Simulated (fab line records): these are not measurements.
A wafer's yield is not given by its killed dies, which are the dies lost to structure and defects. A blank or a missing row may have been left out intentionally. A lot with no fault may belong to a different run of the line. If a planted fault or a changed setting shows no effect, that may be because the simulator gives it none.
fab line records ; flow rit_cmos
record: lots: 6; wafers: 18; last_day: 7
route steps=202 shown ACTIVE@1 FOX1@20 FOX2@23 M1@202
lots that met no fault: taken from a fault-free run of the same line
start_h: start of the lot's first displayed wafer, in hours after the record's first day ; wait_h: hours elapsed since this lot's preceding step ; " repeats the value in the row above ; L1.1+2: a row that stands for several wafers ; - no value, or no start given ; * or withheld: withheld ; < > ~ a bound
route shown NAME@n: NAME is a module with steps in the file, n the number in the route of the first one ; usual: the fault-free wafers' mean and standard deviation ; same: alike in all rows ; chamber/n: place in a boat ; sites: readings site by site ; _std_site: how widely they spread, as a standard deviation ; _edge_site: mean of outer sites minus mean of inner sites ; radius_mm: how far each site lies from the wafer's centre ; mask NAME#n: copy n ; behind: the last tool/chamber to shape the wafer ; hold: reason for holding the lot/hours on hold/outcome of the hold ; device: the n, p or np transistor that did not switch ; end of line: the route-end tests of the same wafers ; a step with no rows: only its recipe ; killed: not the wafer's yield, but the dies lost to structure and defects at the first sort ; map: per-die view of a wafer (x killed, . not killed, _ where there is no die)
set.NAME: the setting that was run; set.NAME@STEP: the one run at that earlier step ; model.NAME: the simulator's own value behind a step, which no gauge read
lots seen at some steps along the route; tables by step, rows by wafer
services: when a tool's chamber went out of use (start_h, in hours from the record's first day, below 0 if earlier), for how many hours, and the reason
== steps ==
step: RIT_ACTIVE_BOW_MEAS_00
recipe: mode: bow
usual: INCOMING_BOW: 0/6.8
lot.wafer;tool;chamber;start_h;wait_h;INCOMING_BOW[um]
L662.2;film_metro-03;-;60.02;-;-23
L662.4;film_metro-03;-;60.02;-;12
L662.6;film_metro-03;-;60.02;-;-3
L666.4;film_metro-02;-;80.06;-;6
L666.5;film_metro-02;-;80.06;-;3
L666.6;film_metro-02;-;80.06;-;-8
L667.2;film_metro-03;-;85.02;-;-2
L667.3;film_metro-03;-;85.02;-;-15
L667.4;film_metro-03;-;85.02;-;10
L668.1;film_metro-03;-;90.00;-;-1
L668.3;film_metro-03;-;90.00;-;2
L668.5;film_metro-03;-;90.00;-;6
L669.1;film_metro-04;-;95.00;-;-6
L669.3;film_metro-04;-;95.00;-;1
L669.5;film_metro-04;-;95.00;-;-3
L674.1;film_metro-02;-;120.00;-;-7
L674.3;film_metro-02;-;120.00;-;0
L674.5;film_metro-02;-;120.00;-;2
step: RIT_ACTIVE_OXIDATION_01
recipe: temp_c: 1005; ambient: O2; target_thk_a: 468; ox_time_s: 3360
step: RIT_ACTIVE_THK_MEAS_02
recipe: reads: SiO2_of_ACTIVE_OXIDATION_01
usual: ACTIVE_OXIDE_THK: 48.7/0.99
lot.wafer;tool;chamber;start_h;wait_h;ACTIVE_OXIDE_THK[nm]
L662.2;film_metro-04;-;62.06;0.0;49.5
L662.4;film_metro-04;-;62.06;0.0;49.0
L662.6;film_metro-04;-;62.06;0.0;48.8
L666.4;film_metro-03;-;82.08;0.0;47.8
L666.5;film_metro-03;-;82.08;0.0;48.9
L666.6;film_metro-03;-;82.08;0.0;48.1
L667.2;film_metro-04;-;88.40;0.0;48.5
L667.3;film_metro-04;-;88.40;0.0;49.1
L667.4;film_metro-04;-;88.40;0.0;48.7
L668.1;film_metro-03;-;92.63;0.0;47.9
L668.3;film_metro-03;-;92.63;0.0;47.9
L668.5;film_metro-03;-;92.63;0.0;48.7
L669.1;film_metro-03;-;97.27;0.0;48.1
L669.3;film_metro-03;-;97.27;0.0;49.2
L669.5;film_metro-03;-;97.27;0.0;49.6
L674.1;film_metro-04;-;124.61;0.0;46.8
L674.3;film_metro-04;-;124.61;0.0;46.7
L674.5;film_metro-04;-;124.61;0.0;47.0
step: RIT_ACTIVE_CVD_03
recipe: material: Si3N4; target_thk_nm: 150; temp_c: 810; precursor: SiH2Cl2/NH3; time_s: 1500; pressure_mtorr: 300; sih2cl2_flow_sccm: 60; nh3_flow_sccm: 150
usual: spike_tc_load_C: 831.3/2.5; spike_tc_source_C: 832.2/1.8
lot.wafer;tool;chamber;start_h;wait_h;spike_tc_load_C;spike_tc_source_C;model.Si3N4_of_ACTIVE_CVD_03.thk_nm
L662.2;lpcvd-01;1;62.11;0.0;834.8;834.2;151.2
L662.4;lpcvd-01;1;62.11;0.0;835.2;834.0;150.7
L662.6;lpcvd-01;1;62.11;0.0;833.6;833.2;149.6
L666.4;lpcvd-02;0;82.11;0.0;826.2;830.3;149.6
L666.5;lpcvd-02;0;82.11;0.0;827.8;829.6;151
L666.6;lpcvd-02;0;82.11;0.0;829.0;829.5;151.7
L667.2;lpcvd-01;0;88.45;0.0;830.3;832.1;150.2
L667.3;lpcvd-01;0;88.45;0.0;831.2;831.3;150.8
L667.4;lpcvd-01;0;88.45;0.0;830.5;831.6;149.9
L668.1;lpcvd-02;0;92.69;0.1;829.0;831.9;116.1
L668.3;lpcvd-02;0;92.69;0.1;829.9;831.2;116.8
L668.5;lpcvd-02;0;92.69;0.1;827.8;831.0;116.3
L669.1;lpcvd-02;0;97.33;0.1;828.5;828.0;115.4
L669.3;lpcvd-02;0;97.33;0.1;827.4;830.5;114.8
L669.5;lpcvd-02;0;97.33;0.1;828.6;831.5;116.2
L674.1;lpcvd-01;0;124.67;0.1;831.0;832.0;150.3
L674.3;lpcvd-01;0;124.67;0.1;830.3;831.4;150.5
L674.5;lpcvd-01;0;124.67;0.1;832.0;831.5;150.9
step: RIT_ACTIVE_THK_MEAS_04
recipe: reads: Si3N4_of_ACTIVE_CVD_03
usual: ACTIVE_NITRIDE_THK: 150.2/1.3
lot.wafer;tool;chamber;start_h;wait_h;ACTIVE_NITRIDE_THK[nm]
L662.2;film_metro-04;-;63.54;0.0;151.2
L662.4;film_metro-04;-;63.54;0.0;150.7
L662.6;film_metro-04;-;63.54;0.0;149.5
L666.4;film_metro-04;-;83.56;0.0;149.7
L666.5;film_metro-04;-;83.56;0.0;151.0
L666.6;film_metro-04;-;83.56;0.0;151.8
L667.2;film_metro-02;-;89.88;0.0;150.1
L667.3;film_metro-02;-;89.88;0.0;150.9
L667.4;film_metro-02;-;89.88;0.0;149.9
L668.1;film_metro-02;-;94.11;0.0;116.2
L668.3;film_metro-02;-;94.11;0.0;116.8
L668.5;film_metro-02;-;94.11;0.0;116.4
L669.1;film_metro-03;-;98.75;0.0;115.3
L669.3;film_metro-03;-;98.75;0.0;114.7
L669.5;film_metro-03;-;98.75;0.0;116.2
L674.1;film_metro-02;-;126.09;0.0;150.3
L674.3;film_metro-02;-;126.09;0.0;150.5
L674.5;film_metro-02;-;126.09;0.0;150.9
step: RIT_ACTIVE_HMDS_05
recipe: prime_time_s: 60; prime_temp_c: 140
step: RIT_ACTIVE_COAT_06
recipe: resist: NOVOLAK; spin_rpm: 3250; resist_thk_nm: 1000
step: RIT_ACTIVE_SOFTBAKE_07
recipe: resist: NOVOLAK; temp_c: 90; time_s: 60
step: RIT_ACTIVE_EXPOSE_08
recipe: mask_id: M1; na: 0.6; source_shape: conventional; sigma_outer: 0.6; target_cd_nm: 1400; dose_mj: 225
step: RIT_ACTIVE_PEB_09
recipe: resist: NOVOLAK; temp_c: withheld; time_s: withheld
step: RIT_ACTIVE_DEVELOP_10
recipe: resist: NOVOLAK; develop_time_s: 50; dev_temp_c: 23
step: RIT_ACTIVE_CD_MEAS_11
recipe: target_cd_nm: 1400
usual: cd_nm: 1399.9/2.3
lot.wafer;tool;chamber;start_h;wait_h;cd_nm
L662.2;cd_sem-01;-;64.50;-;1398.2
L662.4;cd_sem-01;-;64.50;-;1399.2
L662.6;cd_sem-01;-;64.50;-;1399.0
L666.4;cd_sem-01;-;84.50;-;1401.3
L666.5;cd_sem-01;-;84.50;-;1399.2
L666.6;cd_sem-01;-;84.50;-;1398.4
L667.2;cd_sem-02;-;90.92;-;1399.4
L667.3;cd_sem-02;-;90.92;-;1400.0
L667.4;cd_sem-02;-;90.92;-;1399.4
L668.1;cd_sem-01;-;95.02;-;1398.4
L668.3;cd_sem-01;-;95.02;-;1397.9
L668.5;cd_sem-01;-;95.02;-;1397.9
L669.1;cd_sem-01;-;99.66;-;1400.1
L669.3;cd_sem-01;-;99.66;-;1399.4
L669.5;cd_sem-01;-;99.66;-;1399.3
L674.1;cd_sem-01;-;127.00;-;1398.6
L674.3;cd_sem-01;-;127.00;-;1398.9
L674.5;cd_sem-01;-;127.00;-;1397.8
step: RIT_ACTIVE_HARDBAKE_12
recipe: resist: NOVOLAK; temp_c: 140; time_s: 60
step: RIT_ACTIVE_ETCH_13
recipe: stop_on: SiO2; chemistry: SF6; target: Si3N4; time_s: 201.2; over_etch_frac: 0.4; SF6_flow_sccm: 200; pressure_mtorr: 260; rf_w: 125; target_depth_a: 2100
usual: drypump_motor_current_A: 5.9/0.49; oes_product_au: 0.838/0.011; throttle_valve_pct: 7.49/0.082
lot.wafer;tool;chamber;start_h;wait_h;drypump_motor_current_A;oes_product_au;rf_hours_counter_h;throttle_valve_pct;model.etch.depth_nm;model.ACTIVE.feature_depth_nm
L662.2;rie_diel-01;3;64.82;0.1;6.0;0.846;143;7.53;151.2;151.2
L662.4;rie_diel-01;2;64.82;0.1;5.4;0.853;1;7.48;150.7;150.7
L662.6;rie_diel-01;3;64.82;0.1;5.9;0.833;-;7.54;149.6;149.6
L666.4;rie_diel-01;2;84.71;0.1;5.3;0.848;2;7.48;149.6;149.6
L666.5;rie_diel-01;2;84.71;0.1;5.3;0.854;-;7.48;151;151
L666.6;rie_diel-01;1;84.71;0.1;6.2;0.841;-;7.40;151.7;151.7
L667.2;rie_diel-04;3;91.17;0.1;5.7;0.847;35;7.54;150.2;150.2
L667.3;rie_diel-04;2;91.17;0.1;6.2;0.845;4;7.48;150.8;150.8
L667.4;rie_diel-04;0;91.17;0.1;5.6;0.849;51;7.37;149.9;149.9
L668.1;rie_diel-03;0;95.29;0.1;6.0;0.707;69;7.57;116.1;116.1
L668.3;rie_diel-03;2;95.29;0.1;5.3;0.736;7;7.48;116.8;116.8
L668.5;rie_diel-03;3;95.29;0.1;6.4;0.729;-;7.52;116.3;116.3
L669.1;rie_diel-01;1;99.93;0.1;6.2;0.726;98;7.39;115.4;115.4
L669.3;rie_diel-01;3;99.93;0.1;5.9;0.726;144;7.53;114.8;114.8
L669.5;rie_diel-01;0;99.93;0.1;5.1;0.742;-;7.41;116.2;116.2
L674.1;rie_diel-03;2;127.27;0.1;5.3;0.842;7;7.50;150.3;150.3
L674.3;rie_diel-03;0;127.27;0.1;6.0;0.816;69;7.55;150.5;150.5
L674.5;rie_diel-03;2;127.27;0.1;5.3;0.843;-;7.49;150.9;150.9
step: RIT_ACTIVE_STRIP_14
recipe: chemistry: O2; time_s: 180; resist: NOVOLAK; platen_temp_c: withheld; power_w: 500; pressure_mtorr: 4000; o2_flow_sccm: 4000
usual: drypump_motor_current_A: 5.78/0.3
lot.wafer;tool;chamber;start_h;wait_h;drypump_motor_current_A;rf_hours_counter_h
L662.2;plasma_asher-02;1;64.95;0.1;5.79;41
L662.4;plasma_asher-02;1;64.95;0.1;5.78;-
L662.6;plasma_asher-02;1;64.95;0.1;5.79;-
L666.4;plasma_asher-04;1;84.90;0.1;5.76;-
L666.5;plasma_asher-04;0;84.90;0.1;6.05;-
L666.6;plasma_asher-04;1;84.90;0.1;5.78;-
L667.2;plasma_asher-04;1;91.31;0.1;5.75;48
L667.3;plasma_asher-04;0;91.31;0.1;6.02;-
L667.4;plasma_asher-04;1;91.31;0.1;5.79;-
L668.1;plasma_asher-04;1;95.42;0.1;5.73;48
L668.3;plasma_asher-04;1;95.42;0.1;5.75;-
L668.5;plasma_asher-04;0;95.42;0.1;6.01;-
L669.1;plasma_asher-04;0;100.06;0.1;5.99;49
L669.3;plasma_asher-04;1;100.06;0.1;5.75;-
L669.5;plasma_asher-04;1;100.06;0.1;5.74;-
L674.1;plasma_asher-02;0;127.40;0.1;5.70;1
L674.3;plasma_asher-02;1;127.40;0.1;5.75;-
L674.5;plasma_asher-02;0;127.40;0.1;5.72;-
step: RIT_ACTIVE_CD_MEAS_90
recipe: target_cd_nm: 1400
usual: cd_nm: 1400.0/2.3
lot.wafer;tool;chamber;start_h;wait_h;cd_nm
L662.2;cd_sem-01;-;65.15;0.1;1398.2
L662.4;cd_sem-01;-;65.15;0.1;1399.1
L662.6;cd_sem-01;-;65.15;0.1;1398.9
L666.4;cd_sem-01;-;85.08;0.1;1400.8
L666.5;cd_sem-01;-;85.08;0.1;1398.7
L666.6;cd_sem-01;-;85.08;0.1;1398.3
L667.2;cd_sem-02;-;91.50;0.1;1399.8
L667.3;cd_sem-02;-;91.50;0.1;1400.1
L667.4;cd_sem-02;-;91.50;0.1;1399.9
L668.1;cd_sem-02;-;95.60;0.1;1398.3
L668.3;cd_sem-02;-;95.60;0.1;1397.8
L668.5;cd_sem-02;-;95.60;0.1;1398.4
L669.1;cd_sem-02;-;100.24;0.1;1399.9
L669.3;cd_sem-02;-;100.24;0.1;1399.3
L669.5;cd_sem-02;-;100.24;0.1;1399.4
L674.1;cd_sem-01;-;127.57;0.1;1398.3
L674.3;cd_sem-01;-;127.57;0.1;1397.9
L674.5;cd_sem-01;-;127.57;0.1;1398.2
step: RIT_ACTIVE_CLEAN_15
recipe: chemistry: SC1; mix: 3:3:50; time_s: 600; temp_c: 75
step: RIT_ACTIVE_CLEAN_16
recipe: chemistry: dHF; dilution: 50:1; time_s: 30
step: RIT_ACTIVE_CLEAN_17
recipe: chemistry: SC2; mix: 3:3:50; time_s: 600; temp_c: 75; dry: n2_spin
step: RIT_FOX1_OXIDATION_00
recipe: temp_c: 1100; ambient: H2O; target_thk_a: 3507; p_h2o_torr: 720; ox_time_s: 1130
step: RIT_FOX1_THK_MEAS_01
recipe: reads: SiO2_of_FOX1_OXIDATION_00
usual: FOX1_OXIDE_THK: 348/5.8
lot.wafer;tool;chamber;start_h;wait_h;FOX1_OXIDE_THK[nm]
L662.2;film_metro-02;-;67.05;0.0;340
L662.4;film_metro-02;-;67.05;0.0;343
L662.6;film_metro-02;-;67.05;0.0;337
L666.4;film_metro-02;-;87.90;0.0;341
L666.5;film_metro-02;-;87.90;0.0;347
L666.6;film_metro-02;-;87.90;0.0;348
L667.2;film_metro-01;-;94.21;0.0;348
L667.3;film_metro-01;-;94.21;0.0;349
L667.4;film_metro-01;-;94.21;0.0;352
L668.1;film_metro-01;-;98.58;0.0;348
L668.3;film_metro-01;-;98.58;0.0;342
L668.5;film_metro-01;-;98.58;0.0;350
L669.1;film_metro-03;-;103.14;0.0;345
L669.3;film_metro-03;-;103.14;0.0;342
L669.5;film_metro-03;-;103.14;0.0;344
L674.1;film_metro-02;-;129.38;0.0;355
L674.3;film_metro-02;-;129.38;0.0;351
L674.5;film_metro-02;-;129.38;0.0;352
step: RIT_FOX1_WET_ETCH_02
recipe: chemistry: BOE; target_depth_nm: 350; time_s: 390; temp_c: 21.5; dry: n2_spin; dilution: 10:1; target: SiO2
step: RIT_FOX2_OXIDATION_00
recipe: temp_c: 1100; ambient: H2O; target_thk_a: 3507; p_h2o_torr: 720; ox_time_s: 1130
step: RIT_FOX2_THK_MEAS_01
recipe: reads: SiO2_of_FOX2_OXIDATION_00
usual: FOX2_OXIDE_THK: 349/5.8
lot.wafer;tool;chamber;start_h;wait_h;FOX2_OXIDE_THK[nm]
L662.2;film_metro-01;-;68.54;0.0;343
L662.4;film_metro-01;-;68.54;0.0;340
L662.6;film_metro-01;-;68.54;0.0;341
L666.4;film_metro-01;-;89.46;0.0;349
L666.5;film_metro-01;-;89.46;0.0;346
L666.6;film_metro-01;-;89.46;0.0;350
L667.2;film_metro-04;-;96.52;0.0;355
L667.3;film_metro-04;-;96.52;0.0;350
L667.4;film_metro-04;-;96.52;0.0;350
L668.1;film_metro-04;-;100.97;0.0;351
L668.3;film_metro-04;-;100.97;0.0;354
L668.5;film_metro-04;-;100.97;0.0;347
L669.1;film_metro-04;-;104.63;0.0;352
L669.3;film_metro-04;-;104.63;0.0;349
L669.5;film_metro-04;-;104.63;0.0;351
L674.1;film_metro-04;-;130.94;0.0;350
L674.3;film_metro-04;-;130.94;0.0;348
L674.5;film_metro-04;-;130.94;0.0;353
step: RIT_FOX2_CLEAN_02
recipe: chemistry: dHF; dilution: 50:1; time_s: 180
lot.wafer;tool;chamber;start_h;wait_h;model.Si3N4_of_ACTIVE_CVD_03.thk_nm
L662.2;wet_bench-03;1;68.59;0.0;131.9
L662.4;wet_bench-03;1;68.59;0.0;131.4
L662.6;wet_bench-03;1;68.59;0.0;130.3
L666.4;wet_bench-03;1;89.49;0.0;130.3
L666.5;wet_bench-03;1;89.49;0.0;131.8
L666.6;wet_bench-03;1;89.49;0.0;132.5
L667.2;wet_bench-03;0;96.58;0.1;130.9
L667.3;wet_bench-03;0;96.58;0.1;131.5
L667.4;wet_bench-03;0;96.58;0.1;130.6
L668.1;wet_bench-03;1;101.03;0.1;96.91
L668.3;wet_bench-03;1;101.03;0.1;97.56
L668.5;wet_bench-03;1;101.03;0.1;97.12
L669.1;wet_bench-04;3;104.69;0.1;96.22
L669.3;wet_bench-04;3;104.69;0.1;95.64
L669.5;wet_bench-04;3;104.69;0.1;97.03
L674.1;wet_bench-01;2;131.00;0.1;131.1
L674.3;wet_bench-01;2;131.00;0.1;131.3
L674.5;wet_bench-01;2;131.00;0.1;131.7
step: RIT_FOX2_WET_ETCH_03
recipe: chemistry: H3PO4; target: Si3N4; target_depth_nm: 195; temp_c: 165; time_s: 2700
step: RIT_M1_PROBE_99
usual: killed_at_front_end: 7/3.3; killed_dies: 7/3.3; killed_open: 3.3/1.9; killed_short: 3.6/2.1
same: gross_dies: 264; killed_at_M0_to_M3: 0; killed_at_M4_up: 0; killed_at_back_side: 0; killed_at_contacts: 0; killed_at_other: 0
lot.wafer;tool;chamber;start_h;wait_h;killed_at_front_end;killed_dies;killed_open;killed_short;model.etest.pldd.width_nm;model.etest.nldd.width_nm;model.etest.pplus_sal.width_nm;model.etest.nplus_sal.width_nm;model.etest.nmos_narrow.drive_ua_um
L662.2;prober-01;-;111.93;0.1;9;9;5;4;3167;3168;3424;3436;221.7
L662.4;prober-01;-;112.03;0.2;7;7;5;2;3152;3154;3488;3446;225.2
L662.6;prober-01;-;112.13;0.2;4;4;1;3;3166;3192;3478;3472;226.9
L666.4;prober-01;-;128.55;0.2;7;7;5;2;3181;3177;3449;3452;226.9
L666.5;prober-01;-;128.60;0.2;9;9;3;6;3183;3180;3437;3449;221.2
L666.6;prober-01;-;128.65;0.2;8;8;4;4;3177;3164;3446;3439;222.7
L667.2;prober-02;-;139.06;0.1;6;6;3;3;3156;3151;3422;3421;224.8
L667.3;prober-02;-;139.11;0.2;2;2;1;1;3134;3164;3429;3435;224.4
L667.4;prober-02;-;139.16;0.2;6;6;3;3;3160;3151;3450;3441;231.7
L668.1;prober-01;-;144.35;0.1;4;4;2;2;3124;3121;3411;3399;218.2
L668.3;prober-01;-;144.45;0.2;7;7;4;3;3132;3145;3443;3418;219.8
L668.5;prober-01;-;144.55;0.2;7;7;2;5;3116;3116;3439;3422;219.3
L669.1;prober-02;-;148.17;0.1;2;2;2;0;3134;3109;3401;3408;210.6
L669.3;prober-02;-;148.27;0.2;3;3;0;3;3116;3119;3399;3377;205.9
L669.5;prober-02;-;148.37;0.2;4;4;2;2;3104;3107;3380;3387;204.8
L674.1;prober-01;-;172.33;0.1;3;3;1;2;3193;3170;3463;3457;231.7
L674.3;prober-01;-;172.43;0.2;11;11;7;4;3186;3181;3436;3457;229.7
L674.5;prober-01;-;172.53;0.2;9;9;4;5;3186;3182;3448;3437;225.2
killed by level:class
L662.2 FOX1:geometric_particle:open=2 FOX2:geometric_particle:short=2 FOX1:geometric_particle:short=1 FOX2:geometric_particle:open=1 GATE:geometric_particle:short=1 SPACER:geometric_particle:open=1 SILICIDE:geometric_particle:open=1
L662.4 REOX:geometric_particle:open=3 GATE:geometric_particle:short=2 SILICIDE:geometric_particle:open=2
L662.6 FOX1:geometric_particle:short=1 GATE:geometric_particle:short=1 REOX:geometric_particle:short=1 SPACER:geometric_particle:open=1
L666.4 FOX1:geometric_particle:open=3 FOX2:geometric_particle:short=1 GATE:geometric_particle:open=1 REOX:geometric_particle:open=1 SPACER:geometric_particle:short=1
L666.5 FOX1:geometric_particle:short=2 GATE:geometric_particle:short=2 GATE:geometric_particle:open=2 FOX1:geometric_particle:open=1 REOX:geometric_particle:short=1 SPACER:geometric_particle:short=1
L666.6 FOX1:geometric_particle:open=2 FOX1:geometric_particle:short=1 FOX2:geometric_particle:short=1 GATE:geometric_particle:short=1 GATE:geometric_particle:open=1 SPACER:geometric_particle:open=1 SPACER:geometric_particle:short=1
L667.2 GATE:geometric_particle:open=3 FOX1:geometric_particle:short=1 GATE:geometric_particle:short=1 REOX:geometric_particle:short=1
L667.3 GATE:geometric_particle:open=1 GATE:geometric_particle:short=1
L667.4 GATE:geometric_particle:short=2 FOX1:geometric_particle:open=1 GATE:geometric_particle:open=1 REOX:geometric_particle:open=1 SPACER:geometric_particle:short=1
L668.1 GATE:geometric_particle:short=2 FOX1:geometric_particle:open=1 GATE:geometric_particle:open=1
L668.3 GATE:geometric_particle:open=2 SPACER:geometric_particle:open=2 GATE:geometric_particle:short=1 REOX:geometric_particle:short=1 SPACER:geometric_particle:short=1
L668.5 GATE:geometric_particle:short=3 SPACER:geometric_particle:open=2 FOX2:geometric_particle:short=1 SILICIDE:geometric_particle:short=1
L669.1 FOX1:geometric_particle:open=1 GATE:geometric_particle:open=1
L669.3 FOX1:geometric_particle:short=1 GATE:geometric_particle:short=1 SPACER:geometric_particle:short=1
L669.5 FOX1:geometric_particle:short=2 FOX1:geometric_particle:open=1 SILICIDE:geometric_particle:open=1
L674.1 FOX1:geometric_particle:short=1 GATE:geometric_particle:short=1 SILICIDE:geometric_particle:open=1
L674.3 GATE:geometric_particle:open=3 FOX1:geometric_particle:open=2 SPACER:geometric_particle:short=2 FOX1:geometric_particle:short=1 GATE:geometric_particle:short=1 SPACER:geometric_particle:open=1 SILICIDE:geometric_particle:open=1
L674.5 GATE:geometric_particle:open=2 GATE:geometric_particle:short=2 FOX1:geometric_particle:short=1 FOX2:geometric_particle:open=1 SPACER:geometric_particle:short=1 SILICIDE:geometric_particle:short=1 SILICIDE:geometric_particle:open=1
== services ==
tool;chamber;start_h;hours;kind
rie_diel-01;0;43.39;5.3;repair
rie_diel-01;1;43.80;5.5;repair
rie_diel-01;3;47.80;8.6;repair
rie_diel-04;2;54.72;5.8;repair
rie_diel-03;1;68.17;6.2;repair
rie_diel-01;1;68.45;7.7;repair
rie_diel-03;0;68.49;5.7;repair
wet_bench-03;-;79.36;2.7;repair
rie_diel-03;-;85.58;0.6;repair
rie_diel-03;2;96.21;16.5;repair
rie_diel-01;2;102.47;12.0;repair
plasma_asher-02;-;108.75;9.0;pm
plasma_asher-02;0;108.75;9.0;vent_cycle
plasma_asher-02;1;108.75;9.0;vent_cycle
wet_bench-03;-;111.24;2.2;repair
rie_diel-03;1;112.70;-;clean
rie_diel-03;1;112.70;15.8;scheduled_down
rie_diel-03;1;112.70;15.8;vent_cycle
plasma_asher-02;0;117.75;-;clean
plasma_asher-02;1;117.75;-;clean
rie_diel-03;3;121.65;1.3;repair
rie_diel-04;-;126.30;2.6;repair
== key ==
first_sign: step: RIT_ACTIVE_THK_MEAS_04; reading: ACTIVE_NITRIDE_THK; direction: down; sigmas: 27; usual: 150.2; struck: 115.9
effect: step: RIT_ACTIVE_ETCH_13; reading: oes_product_au; direction: down; sigmas: 9.8; usual: 0.838; struck: 0.728
model_effect: step: RIT_ACTIVE_CVD_03; value: Si3N4_of_ACTIVE_CVD_03.thk_nm; without: 150.1; struck: 115.9
model_effect: step: RIT_ACTIVE_ETCH_13; value: etch.depth_nm; without: 150.1; struck: 115.9
model_effect: step: RIT_FOX2_CLEAN_02; value: Si3N4_of_ACTIVE_CVD_03.thk_nm; without: 130.9; struck: 96.75
model_effect: step: RIT_M1_PROBE_99; value: etest.pldd.width_nm; without: 3171; struck: 3121
met_at RIT_ACTIVE_CVD_03
struck_wafers L668.1,L668.3,L668.5,L669.1,L669.3,L669.5
tester_left_out L668,L669
onset_between 82.11 92.69
fault: kind: process_parameter_drift; tool: lpcvd-02; chamber: -; onset_h: 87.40; steps: RIT_ACTIVE_CVD_03; channel: target_thk_nm; offset: -34.145; shape: step; end_h: 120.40; acts_in: these_recipes_only; stated: 150
tester_left_out: of these lots the tester's yield and bins aren't shown, on N5 and GAA mostly nor the transistor test; their killed dies are dies lost to structure and defects alone, not to doping, threshold or leakage, so they don't give the yield
